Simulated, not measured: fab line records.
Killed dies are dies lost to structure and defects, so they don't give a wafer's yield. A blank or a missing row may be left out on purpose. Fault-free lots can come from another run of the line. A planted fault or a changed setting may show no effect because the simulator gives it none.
Split-lot trial + flow rit-cmos + on a route of 202 steps: 5 lots, 27 wafers read

THE SPLIT ITSELF
At RIT_ACTIVE_OXIDATION_01 (target thk 46.8 nm, ox time 3360 s), the setting ox-time-s was moved away from the recipe's 3360 s on 12 of the 27 wafers read, by -51.5% to -45.4%. All remaining wafers had this setting at the recipe value.

No step appears in the file between the split and the reading.

THE READING
Values of ACTIVE_OXIDE_THK in nm from RIT_ACTIVE_THK_MEAS_02. Typical for fault-free wafers on this fab line: 46.3 nm, with standard deviation 0.64 nm.

| wafer  | tool, chamber at the split | ox-time-s as run, s | against the recipe | ACTIVE_OXIDE_THK, nm | against lot-mates on the recipe |
|--------|----------------------------|---------------------|--------------------|----------------------|---------------------------------|
| L074.1 | -, -                       | 3360                | recipe             | 45.5                 | -                               |
| L074.2 | -, -                       | 3360                | recipe             | 45.8                 | -                               |
| L074.3 | -, -                       | 3360                | recipe             | 44.6                 | -                               |
| L074.4 | -, -                       | 3360                | recipe             | 45.4                 | -                               |
| L074.5 | -, -                       | 3360                | recipe             | 45.4                 | -                               |
| L074.6 | -, -                       | 3360                | recipe             | 45.2                 | -                               |
| L077.1 | -, -                       | 1833                | -45.4%             | 32.8                 | no lot-mate on the recipe       |
| L077.2 | -, -                       | 1833                | -45.4%             | 33.3                 | no lot-mate on the recipe       |
| L077.3 | -, -                       | 1833                | -45.4%             | 32.7                 | no lot-mate on the recipe       |
| L077.4 | -, -                       | 1833                | -45.4%             | 32.6                 | no lot-mate on the recipe       |
| L077.5 | -, -                       | 1833                | -45.4%             | 32.5                 | no lot-mate on the recipe       |
| L077.6 | -, -                       | 1833                | -45.4%             | 33.0                 | no lot-mate on the recipe       |
| L078.1 | furnace-01, 0              | 3360                | recipe             | 46.4                 | -                               |
| L078.3 | furnace-01, 0              | 3360                | recipe             | 46.4                 | -                               |
| L078.4 | furnace-01, 0              | 3360                | recipe             | 46.4                 | -                               |
| L079.1 | -, -                       | 3360                | recipe             | 46.0                 | -                               |
| L079.2 | -, -                       | 3360                | recipe             | 46.1                 | -                               |
| L079.3 | -, -                       | 3360                | recipe             | 47.0                 | -                               |
| L079.4 | -, -                       | 3360                | recipe             | 46.7                 | -                               |
| L079.5 | -, -                       | 3360                | recipe             | 45.6                 | -                               |
| L079.6 | -, -                       | 3360                | recipe             | 46.2                 | -                               |
| L084.1 | -, -                       | 1630                | -51.5%             | 30.3                 | no lot-mate on the recipe       |
| L084.2 | -, -                       | 1630                | -51.5%             | 30.5                 | no lot-mate on the recipe       |
| L084.3 | -, -                       | 1630                | -51.5%             | 30.4                 | no lot-mate on the recipe       |
| L084.4 | -, -                       | 1630                | -51.5%             | 30.3                 | no lot-mate on the recipe       |
| L084.5 | -, -                       | 1630                | -51.5%             | 30.1                 | no lot-mate on the recipe       |
| L084.6 | -, -                       | 1630                | -51.5%             | 31.0                 | no lot-mate on the recipe       |

FIT RESULTS
A straight line over all 27 wafers: ACTIVE_OXIDE_THK changes by +0.295 nm for each +1% of ox-time-s; r = +1.00; the points scatter about the line by 0.55 nm.
Too few moved wafers have a lot-mate on the recipe to fit a line with each lot's own level taken away.

THE WHOLE CHAIN: every reading that the file lists as answering this split, in the file's order
| step                    | what it does                                                        | reading                                                                             | change (the file's fit)               | r (the file's) |
|-------------------------|---------------------------------------------------------------------|-------------------------------------------------------------------------------------|---------------------------------------|----------------|
| RIT_ACTIVE_OXIDATION_01 | target thk 46.8 nm, ox time 3360 s                                  | SiO2_of_ACTIVE_OXIDATION_01.thk-nm (the simulator's own value, which no gauge read) | +0.296 nm for each +1% of the setting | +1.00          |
| RIT_ACTIVE_THK_MEAS_02  |                                                                     | ACTIVE_OXIDE_THK                                                                    | +0.296 for each +1% of the setting    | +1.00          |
| RIT_ACTIVE_ETCH_13      | etches Si3N4 in SF6, stops on SiO2, time 210 s, target depth 210 nm | SiO2_of_ACTIVE_OXIDATION_01.thk-nm (the simulator's own value, which no gauge read) | +0.309 nm for each +1% of the setting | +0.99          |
| RIT_FOX2_WET_ETCH_03    | etches Si3N4 in H3PO4, target depth 195 nm, time 2700 s             | SiO2_of_ACTIVE_OXIDATION_01.thk-nm (the simulator's own value, which no gauge read) | +0.275 nm for each +1% of the setting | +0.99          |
| RIT_M1_PROBE_99         |                                                                     | etest.nldd.width-nm (the simulator's own value, which no gauge read)                | -2.03 nm for each +1% of the setting  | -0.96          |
| RIT_M1_PROBE_99         |                                                                     | etest.pldd.width-nm (the simulator's own value, which no gauge read)                | -2.28 nm for each +1% of the setting  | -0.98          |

THE FILE'S OWN FIT
ACTIVE_OXIDE_THK changes by +0.296 nm for each +1% of ox-time-s, r = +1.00.
